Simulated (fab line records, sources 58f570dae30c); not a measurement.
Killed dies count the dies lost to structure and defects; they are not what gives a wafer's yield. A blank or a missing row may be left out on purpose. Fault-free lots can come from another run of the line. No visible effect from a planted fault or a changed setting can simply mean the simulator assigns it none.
Problem report, 8D (eight disciplines) form, completed by code | flow berkeley_cmos170 | the parts of the form that need people (team, actions taken, sign-off) are left out

## 1. WHAT IS WRONG
V1_TEOS_THK at UCB170_V1_THK_MEAS_01 reads a mean of 1332 nm on 2 wafers of 2 lots; wafers without a fault read 1997 nm with a standard deviation of 23. That puts it -29 standard deviations away from the usual mean.
The first sign was on wafer L710.6 at day 11 10:47, on film_metro-04. Wafers with a number at this step in the record: 42, from 14 lots. The rule behind "out" and "out of limits": a value lying over 4 standard deviations away from the usual mean. All remaining wafers that have a number are taken as sound.

## 2. WHAT IT IS, WHAT IT ISN'T
question                    | is                           | is not
which readings at this step | V1_TEOS_THK                  | -
which lots                  | L706, L710                   | L697, L698, L699, L700, L701, L702, L705, L712, L713, L714, L716, L719
which wafers of those lots  | L706.6, L710.6               | L706.3, L706.5, L710.1, L710.2
read on which gauges        | film_metro-03, film_metro-04 | film_metro-01
when                        | from day 11 10:47            | up to then (23 sound wafers); but 17 sound wafers of L706, L712, L713, L714, L716, L719 came after

## 3. WHAT RULES OUT EACH SUSPECT
Counting: if a tool at a process step up to the reading ran every lot that is out, it stays a suspect. Sound lots after the first of them don't rule it out here, since some wafers of a struck lot are sound.
- the gauge at UCB170_V1_THK_MEAS_01 is ruled out. 2 gauges (film_metro-03, film_metro-04) read the wafers that are out.
- pecvd-04 at UCB170_V1_CVD_00 (deposits SiO2 from TEOS/O2, target thk 2000 nm, time 250 s): kept. Ran every lot that is out, first one L710 (day 11 10:29); last sound lot up to then L702 (day 10 15:42).
- At UCB170_V1_CVD_00, inside pecvd-04: chamber 0 took the wafers that are out, while their sound lot-mates went through chambers 1, 2.
After counting, what remains is pecvd-04 at UCB170_V1_CVD_00.

## 4. THE CAUSE (what the simulator had put in)
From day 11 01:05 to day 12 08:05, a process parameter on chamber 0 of pecvd-04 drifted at UCB170_V1_CVD_00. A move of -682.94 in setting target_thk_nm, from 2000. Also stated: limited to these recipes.
This tool alone remained once counting was done.

## 5. THE EFFECT CHAIN, in route order
Each row: a reading where the mean over the struck wafers with a number is more than 3 standard deviations away from the usual. Scope: only readings with a usual standard deviation given in the record; hours: median across lots of the time from each lot's start at the first step in this table that gives one to its start at this step; sigmas: change in usual standard deviations.
hours | step                  | reading     | usual   | on struck wafers | change | sigmas
0     | UCB170_V1_THK_MEAS_01 | V1_TEOS_THK | 1997 nm | 1332             | -664   | -29
Later measuring or inspecting steps at which every struck wafer that the step has a row for has a number for every such reading, and none has moved that far: UCB170_V2_BOW_MEAS_03.

## 6. HOW IT WOULD HAVE BEEN CAUGHT EARLIER
In this record the first reading out of limits at a measuring or inspecting step was taken at day 11 10:47, 10 hours after the fault began at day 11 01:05.
Of the tool readings at UCB170_V1_CVD_00 for which the record gives a usual standard deviation, none was out on any struck wafer, so an alarm limit of 4 standard deviations on them would not have fired.
By day 11 10:47, every lot that is out (2) had started UCB170_V1_CVD_00 on pecvd-04. Holding the tool at that point would not have protected any of them.
